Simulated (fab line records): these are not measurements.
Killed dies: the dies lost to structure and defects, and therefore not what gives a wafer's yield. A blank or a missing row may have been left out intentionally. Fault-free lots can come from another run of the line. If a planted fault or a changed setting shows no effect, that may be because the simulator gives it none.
2 desks looking at one fault :: flow berkeleyCmos170 :: what lay behind the numbers comes last; until then each desk has only its own

AT THE TOOL OWNER'S DESK: lpcvd-02
The tool's own readings at UCB170_NWELL_CVD_04 (deposits Si3N4 from SiH2Cl2/NH3, target thk 224 nm, time 3360 s): means of the sampled wafers that have a number, for each lot that ran on this tool. Marked OUT: a lot whose mean sits more than 4 standard deviations from the usual mean, which makes it out of limits; the brackets give that distance.
Columns: A = nh3FlowSccm at UCB170_NWELL_CVD_04, usual 75.02 sccm; B = pressureMtorr at UCB170_NWELL_CVD_04, usual 200.0 mTorr
lot: L293
first seen here: day 2 05:55
A: 74.98
B: 200.1

lot: L294
first seen here: day 2 11:59
A: 75.00
B: 199.6

lot: L295
first seen here: day 2 11:59
A: 74.71
B: 200.1

lot: L297
first seen here: day 3 02:07
A: 75.08
B: 199.7

lot: L299
first seen here: day 3 08:49
A: 75.05
B: 200.2

lot: L300
first seen here: day 3 10:53
A: 75.06
B: 199.9

lot: L301
first seen here: day 3 16:04
A: 75.07
B: 200.1
Result from this desk: across the 7 lots, nothing is out of limits.

METROLOGY DESK
Lot by lot, what the gauges showed, no matter which tool ran the lot: averages of those sampled wafers that carry a number. Marked OUT: a lot whose mean sits more than 4 standard deviations from the usual mean, which makes it out of limits; the brackets give that distance.
Columns: A = NWELL_NITRIDE_THK at UCB170_NWELL_THK_MEAS_05, usual 223.5 nm; B = PFIELD_OVL at UCB170_PFIELD_OVL_MEAS_06, usual 2 nm; C = NLDD_RS at UCB170_SDANNEAL_RS_MEAS_05, usual 617.1 ohm/sq
lot: L293
first seen here: day 2 07:52
A: 223.4
B: 15
C: 616.9

lot: L294
first seen here: day 2 13:55
A: 220.9
B: 2
C: 619.2

lot: L295
first seen here: day 2 13:55
A: 223.1
B: -6
C: 616.6

lot: L296
first seen here: day 2 20:28
A: 222.2
B: 8
C: 615.8

lot: L297
first seen here: day 3 04:03
A: 220.4
B: 10
C: 617.4

lot: L299
first seen here: day 3 10:45
A: 223.6
B: -1
C: 616.3

lot: L300
first seen here: day 3 12:50
A: 219.6
B: -6
C: 616.3

lot: L301
first seen here: day 3 18:00
A: 155.9 (-32) OUT
B: -2
C: 616.5

lot: L312
first seen here: day 6 08:01
A: 223.0
B: -2
C: 615.8

lot: L311
first seen here: day 6 08:02
A: 222.1
B: 0
C: 619.4

lot: L313
first seen here: day 6 13:22
A: 223.1
B: -6
C: 617.2

lot: L315
first seen here: day 6 21:07
A: 225.8
B: 3
C: 618.1

lot: L316
first seen here: day 7 00:09
A: 224.9
B: 6
C: 617.8
Per this desk, out of limits: L301; the first was L301, day 3 18:00 (NWELL_NITRIDE_THK at UCB170_NWELL_THK_MEAS_05). In limits: L293, L294, L295, L296, L297, L299, L300, L312, L311, L313, L315, L316.

TAKEN TOGETHER
On L301, the metrology desk was in a position to raise an alarm at day 3 18:00.
Nothing out of limits was seen by the tool owner's desk.
The tool owner's desk has L301 on record, within its limits.
Every lot named ran UCB170_NWELL_CVD_04 on lpcvd-02.

WHAT THE SIMULATOR HAD PUT IN
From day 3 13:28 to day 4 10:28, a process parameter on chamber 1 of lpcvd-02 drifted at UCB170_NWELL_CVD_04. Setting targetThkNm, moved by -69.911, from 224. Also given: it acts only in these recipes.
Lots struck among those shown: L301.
Per desk, hours elapsed from the start of the fault to the first reading out of limits: for the metrology desk, 5.
